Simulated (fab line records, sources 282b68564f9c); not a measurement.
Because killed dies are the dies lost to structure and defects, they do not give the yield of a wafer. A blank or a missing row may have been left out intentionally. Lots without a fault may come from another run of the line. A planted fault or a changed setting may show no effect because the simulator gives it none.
Problem report, 8D (eight disciplines) form, completed by code | flow ritCmos | the parts of the form that need people (team, actions taken, sign-off) are left out

== 1. THE ISSUE ==
runLengthS at RIT_SDANNEAL_CLEAN_02 reads a mean of 559 s on 6 wafers of 2 lots; wafers without a fault read 628 s with a standard deviation of 3.4. That puts it -20 standard deviations away from the usual mean.
The step: cleans in SC2, time 600 s.
Earliest sighting: wafer L499.1 on wetBench-01 at day 6 23:56. Wafers with a number at this step in the record: 42, from 14 lots. By rule, "out" or "out of limits" means more than 4 standard deviations away from the usual mean. The other wafers with a number count as sound.

== 2. WHAT IT IS, WHAT IT ISN'T ==
question                    | is                     | is not
which readings at this step | runLengthS             | bathGuardTempC
which lots                  | L499, L500             | L480, L481, L482, L483, L484, L486, L488, L490, L492, L493, L502, L503
which wafers of those lots  | all that have a number | -
read on which tools         | wetBench-01            | wetBench-02, wetBench-04
when                        | from day 6 23:56       | up to then (30 sound wafers); but 6 sound wafers of L502, L503 came after

== 3. WHAT RULES OUT EACH SUSPECT ==
Counting: a tool stays on the suspect list if, at a process step up to the reading, it processed all lots that are out and no sound lot following the first of them.
- wetBench-01 at RIT_SDANNEAL_CLEAN_02 (cleans in SC2, time 600 s): kept. It processed each lot that is out, first L499 at day 6 23:56, and no sound lot thereafter; up to then, the last sound lot it processed was L484 at day 3 20:47. On those wafers its own readings are out: runLengthS.
After counting, what remains is wetBench-01 at RIT_SDANNEAL_CLEAN_02.

== 4. THE CAUSE (what the simulator had put in) ==
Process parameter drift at RIT_SDANNEAL_CLEAN_02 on wetBench-01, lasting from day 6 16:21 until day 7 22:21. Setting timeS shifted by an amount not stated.
Counting left only this tool.

== 5. THE CHAIN OF EFFECTS, in route order ==
Each row: a reading whose mean over the struck wafers that have a number lies more than 3 standard deviations from the usual. Only readings for which the record gives a usual standard deviation are gone through. hours: the time from each lot's start at the first step in this table that gives one to its start at this step, as a median over the lots. sigmas: the change in usual standard deviations.
hours | step                  | reading    | usual | on struck wafers | change | sigmas
0     | RIT_SDANNEAL_CLEAN_02 | runLengthS | 628 s | 559              | -69    | -20
Process steps it contains:
- RIT_SDANNEAL_CLEAN_02: cleans in SC2, time 600 s.
At these later measuring or inspecting steps, every struck wafer for which the step has a row has a number for every such reading, and none has moved that far: RIT_CONTACT_CD_MEAS_08.

== 6. WHAT WOULD HAVE CAUGHT IT SOONER ==
In this record the first reading out of limits was taken at day 6 23:56, 8 hours after the fault began at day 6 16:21.
